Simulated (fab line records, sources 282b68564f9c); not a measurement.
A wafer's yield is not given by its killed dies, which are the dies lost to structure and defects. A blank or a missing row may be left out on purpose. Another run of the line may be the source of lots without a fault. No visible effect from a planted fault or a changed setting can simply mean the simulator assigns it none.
A lot that was struck, set against a sound lot :: flow rit cmos :: 29 out of 202 route steps
Sound: wafers L498.2, L498.3, L498.4. Wafers struck: L491.1, L491.2, L491.4. At the end, the cause is stated.
For every step that has rows: the tool of each side, followed by ch and its chambers, followed by its first start. Under that, the readings that differ: sound wafers :: struck wafers :: difference of the means :: sigmas: that difference in standard deviations of wafers without a fault.
alike: a reading whose means differ by less than 2 such deviations, as well as words and numbers matching on both sides. not compared: withheld readings; readings where some wafer has no value; bounds like >300 that might hide an equal value; numbers whose values overlap and for which the record gives no deviation.
The two part at a step that has a row with sigmas, a row that says differs or no value, or rows on one side only. Non-overlapping numbers with no deviation appear without sigmas and do not part them. A reading missing from all wafers of one side parts the sides only when that side holds two or more wafers.

first, 6 steps without rows for these wafers: RIT_SDANNEAL_CLEAN_02 (cleans in SC2, time 600 s); RIT_SDANNEAL_RTA_03 (time 5 s); RIT_SILICIDE_WET_ETCH_00 (etches SiO2 in BOE, target depth 14 nm, time 15.33 s); RIT_SILICIDE_SPUTTER_01 (material Ti, target thk 30 nm, time 240 s); RIT_SILICIDE_RTA_04 (time 10 s, ramp up 5 s, ramp down 5 s); RIT_SILICIDE_WET_ETCH_05 (etches Ti in SPM, time 120 s).
RIT_SILICIDE_RTA_06: time 10 s, ramp up 5 s, ramp down 10 s.
  sound on rtp anneal-02 ch 0, day 6 17:13; struck on rtp anneal-01 ch 0, day 4 22:29
  alike: wafer_temp_C_max
then, 21 steps without rows for these wafers: RIT_CONTACT_CVD_00 (deposits SiO2 from TEOS, target thk 400 nm, time 61 s); RIT_CONTACT_HMDS_02 (prime time 60 s); RIT_CONTACT_COAT_03 (resist thk 1000 nm); RIT_CONTACT_SOFTBAKE_04 (time 60 s); RIT_CONTACT_EXPOSE_05 (exposes mask M11, target cd 1000 nm); RIT_CONTACT_PEB_06; RIT_CONTACT_DEVELOP_07 (develop time 120 s); RIT_CONTACT_HARDBAKE_10 (time 60 s); RIT_CONTACT_ETCH_11 (etches SiO2 in CHF3/CF4/Ar, stops on TiSi2, target depth 480 nm, time 320 s); RIT_CONTACT_STRIP_12 (strips in O2, time 180 s); RIT_CONTACT_CLEAN_13 (cleans in SC1, time 600 s); RIT_CONTACT_CLEAN_14 (cleans in SC2, time 600 s); RIT_M1_SPUTTER_00 (material Al, target thk 400 nm, time 500 s); RIT_M1_HMDS_03 (prime time 60 s); RIT_M1_COAT_04 (resist thk 1283 nm); RIT_M1_SOFTBAKE_05 (time 60 s); RIT_M1_EXPOSE_06 (exposes mask M12, target cd 2600 nm); RIT_M1_PEB_07; RIT_M1_DEVELOP_08 (develop time 68 s); RIT_M1_HARDBAKE_11 (time 120 s); RIT_M1_METAL_ETCH_12 (etches Al in Cl2/BCl3, stops on SiO2, time 165 s, target depth 600 nm).
RIT_M1_PROBE_99:
  sound: prober-01 at day 6 23:49; struck: prober-02 at day 5 07:06
reading: model.etest.nplus sal.rs ohm sq
sound: 4.297 4.27 4.28
struck: 4.236 4.229 4.266
difference: -0.039
sigmas: 
  alike: killed_at_M0_to_M3, killed at contacts, killed at front end, killed dies, killed open, killed short
  not compared: model.etest.npoly sal.rs ohm sq, model.etest.ppoly sal.rs ohm sq, model.etest.pplus sal.rs ohm sq, model.etest.pplus sal.line ohm um, model.etest.nplus sal.line ohm um

== WHERE THEY PART ==
Nowhere in this record.

WHY: what had been put in by the simulator
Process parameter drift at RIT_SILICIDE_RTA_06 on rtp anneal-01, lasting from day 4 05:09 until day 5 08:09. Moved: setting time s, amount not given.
